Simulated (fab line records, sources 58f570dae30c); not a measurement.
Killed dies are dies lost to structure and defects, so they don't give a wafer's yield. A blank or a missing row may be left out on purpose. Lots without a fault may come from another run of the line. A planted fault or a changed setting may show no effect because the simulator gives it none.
Chamber matching | flow berkeley_cmos170 | UCB170_V1_CMP_02 on cmp-01: 4 sister chambers
The step polishes SiO2. 4 wafers are shown with their chamber, then 8 later ones without.

WAFERS WITH THEIR CHAMBER
wafer  | chamber | motor_current_A (A)
L129.6 | 2       | 11.7
L134.2 | 0       | 17.9
L134.6 | 3       | 15.2
L142.2 | 1       | 15.0

WAFERS WITHOUT THEIR CHAMBER
wafer  | motor_current_A (A)
L142.4 | 15.4
L142.6 | 14.8
L144.1 | 15.0
L144.2 | 13.6
L144.3 | 12.2
L145.1 | 15.2
L145.3 | 14.4
L145.5 | 18.0

WHICH CHAMBER EACH WENT THROUGH
wafer  | from the rows above          | in truth
L142.4 | can't be placed: 3 or 1      | 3
L142.6 | can't be placed: 1 or 3      | 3
L144.1 | can't be placed: 1 or 3      | 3
L144.2 | can't be placed: 1 or 3 or 2 | 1
L144.3 | 2                            | 2
L145.1 | can't be placed: 3 or 1      | 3
L145.3 | can't be placed: 1 or 3      | 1
L145.5 | 0                            | 0
Placed correctly: 2 of 8. Can't be placed from these rows: 6 (the true chamber is among the candidates in 6). Placed wrongly: 0.
How it was worked out, from the rows above alone: a wafer's distance from a chamber is the root of the sum, over the readings, of the square of ((its reading less the chamber's mean) divided by the reading's scatter). The wafer belongs to the nearest chamber; if the next one is less than 2 further off, it can't be placed. A chamber's mean is the mean of its shown wafers. The scatter: with one shown wafer a chamber, the root of the mean of the squares of how far each hidden wafer lies from its nearest shown one.
